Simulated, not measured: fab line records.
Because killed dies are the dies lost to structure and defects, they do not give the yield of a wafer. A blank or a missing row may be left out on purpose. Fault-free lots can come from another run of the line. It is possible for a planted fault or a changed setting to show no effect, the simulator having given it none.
Comparing a struck lot with a sound one	flow rit-cmos	43 out of 202 route steps
Sound: wafers L182.1, L182.4, L182.5. Wafers struck: L192.1, L192.2, L192.3. Last of all comes the cause.
Each step with rows lists, per side, the tool, then ch with its chambers, then its first start. Under that, the readings that differ: sound wafers	struck wafers	difference of the means	sigmas: that difference in standard deviations of wafers without a fault.
alike: readings whose means differ by less than 2 such deviations, and words and numbers that are the same on both sides. not compared: withheld readings, readings that some wafer has no value for, bounds like >300 that may hide the same value, and numbers for which the record gives no deviation and whose values overlap.
A row with sigmas, a row that says differs or no value, or rows on one side alone: a step with any of these is where the two part. When numbers do not overlap yet have no deviation, they are printed without sigmas and do not part them. Lack of a reading on every wafer of one side parts them only where that side has two or more wafers.

first, 3 steps without rows for these wafers: RIT_REOX_CLEAN_01 (cleans in dHF, time 30 s); RIT_REOX_CLEAN_02 (cleans in SC2, time 600 s); RIT_REOX_OXIDATION_03 (target thk 25.2 nm, ox time 5580 s).
RIT_REOX_THK_MEAS_04:
  sound on film-metro-04 at day 3 09:23; struck on film-metro-01 at day 5 10:50
  alike: REOX_OXIDE_THK
then, 6 steps without rows for these wafers: RIT_NLDD_HMDS_00 (prime time 60 s); RIT_NLDD_COAT_01 (resist thk 988.5 nm); RIT_NLDD_SOFTBAKE_02 (time 60 s); RIT_NLDD_EXPOSE_03 (exposes mask M7, target cd 40700 nm); RIT_NLDD_PEB_04; RIT_NLDD_DEVELOP_05 (develop time 50 s).
RIT_NLDD_OVL_MEAS_06:
  sound on overlay-02 at day 3 10:18; struck on overlay-02 at day 5 11:59
  alike: NLDD_OVL
then, 1 step without rows for these wafers: RIT_NLDD_HARDBAKE_07 (time 60 s).
RIT_NLDD_IMPLANT_08:
  sound on implanter-04 ch 0, day 3 10:30; struck on implanter-03 ch 0, day 5 12:10
reading	sound	struck	difference	sigmas
beam-energy-keV	19.999 20.010 19.996	26.007 26.007 25.998	+6.002	+99 or more
model.implant.rp-nm (nm)	27.2 27.2 27.2	33.72 33.72 33.72	+6.52	
model.implant.drp-nm (nm)	12.97 12.97 12.97	15.19 15.19 15.19	+2.22	
RIT_NLDD_STRIP_09: strips in O2, time 180 s.
  sound on plasma-asher-01 ch 0,1, day 3 10:39; struck on plasma-asher-03 ch 0,1, day 5 12:19
  alike: drypump-motor-current-A
  not compared: rf-hours-counter-h
RIT_NLDD_TW_MEAS_10:
  sound on film-metro-04 at day 3 10:49; struck on film-metro-02 at day 5 12:43
reading	sound	struck	difference	sigmas
NLDD_TW	2528 2528 2514	2711 2699 2700	+180	+13
  not compared: hold
then, 5 steps without rows for these wafers: RIT_PLDD_COAT_01 (resist thk 1000 nm); RIT_PLDD_SOFTBAKE_02 (time 60 s); RIT_PLDD_EXPOSE_03 (exposes mask M8, target cd 40900 nm); RIT_PLDD_PEB_04; RIT_PLDD_DEVELOP_05 (develop time 50 s).
RIT_PLDD_OVL_MEAS_06:
  sound on overlay-01 at day 3 11:52; struck on overlay-01 at day 5 17:05
  alike: PLDD_OVL
then, 2 steps without rows for these wafers: RIT_PLDD_HARDBAKE_07 (time 60 s); RIT_PLDD_IMPLANT_08.
RIT_PLDD_STRIP_09: strips in O2, time 180 s.
  sound on plasma-asher-02 ch 0,1, day 3 12:11; struck on plasma-asher-03 ch 0,1, day 5 17:38
  alike: drypump-motor-current-A
  not compared: rf-hours-counter-h
RIT_PLDD_TW_MEAS_10:
  sound on film-metro-02 at day 3 12:22; struck on film-metro-02 at day 5 17:49
  alike: PLDD_TW
then, 4 steps without rows for these wafers: RIT_SPACER_CLEAN_00 (cleans in SC1, time 600 s); RIT_SPACER_CLEAN_01 (cleans in dHF, time 30 s); RIT_SPACER_CLEAN_02 (cleans in SC2, time 600 s); RIT_SPACER_CVD_03 (deposits Si3N4 from SiH2Cl2/NH3, target thk 250 nm, time 3300 s).
RIT_SPACER_THK_MEAS_04:
  sound on film-metro-02 at day 3 14:56; struck on film-metro-01 at day 5 21:02
  alike: SPACER_NITRIDE_THK
RIT_SPACER_ETCHBACK_05: etches Si3N4 in SF6/CHF3, stops on SiO2, target depth 250 nm, time 240 s.
  sound on rie-diel-01 ch 0,2, day 3 14:59; struck on rie-diel-04 ch 0,1,2, day 5 21:11
  alike: CHF3_flow_sccm, SF6_flow_sccm, drypump-motor-current-A, oes-product-au, throttle-valve-pct
  not compared: rf-hours-counter-h
then, 6 steps without rows for these wafers: RIT_NSD_HMDS_00 (prime time 60 s); RIT_NSD_COAT_01 (resist thk 1000 nm); RIT_NSD_SOFTBAKE_02 (time 60 s); RIT_NSD_EXPOSE_03 (exposes mask M9, target cd 40700 nm); RIT_NSD_PEB_04; RIT_NSD_DEVELOP_05 (develop time 50 s).
RIT_NSD_OVL_MEAS_06:
  sound on overlay-02 at day 3 16:10; struck on overlay-02 at day 5 22:28
  alike: NSD_OVL
then, 2 steps without rows for these wafers: RIT_NSD_HARDBAKE_07 (time 60 s); RIT_NSD_IMPLANT_08.
RIT_NSD_STRIP_09: strips in O2, time 180 s.
  sound on plasma-asher-04 ch 0,1, day 3 16:30; struck on plasma-asher-01 ch 0,1, day 5 22:51
  alike: drypump-motor-current-A
  not compared: rf-hours-counter-h
RIT_SDANNEAL_RS_MEAS_07: measurement is done with a four-point probe.
  sound on film-metro-04 at day 3 19:07; struck on film-metro-02 at day 6 02:18
reading	sound	struck	difference	sigmas
NLDD_RS (ohm/sq)	151.9 151.7 151.9	147.8 147.9 148.0	-3.9	-9
  not compared: hold
RIT_M1_PROBE_99:
  sound on prober-01 at day 4 02:02; struck on prober-01 at day 6 14:49
  alike: killed-at-front-end, killed-dies, killed-open, killed-short

== WHERE THEY PART ==
Earliest at RIT_NLDD_IMPLANT_08; latest, in this record, at RIT_SDANNEAL_RS_MEAS_07. Later steps at which nothing parts them and some readings are alike: RIT_M1_PROBE_99.

WHY: what had been put in by the simulator
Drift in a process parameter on implanter-03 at RIT_NLDD_IMPLANT_08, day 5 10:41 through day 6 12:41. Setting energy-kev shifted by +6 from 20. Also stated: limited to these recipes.
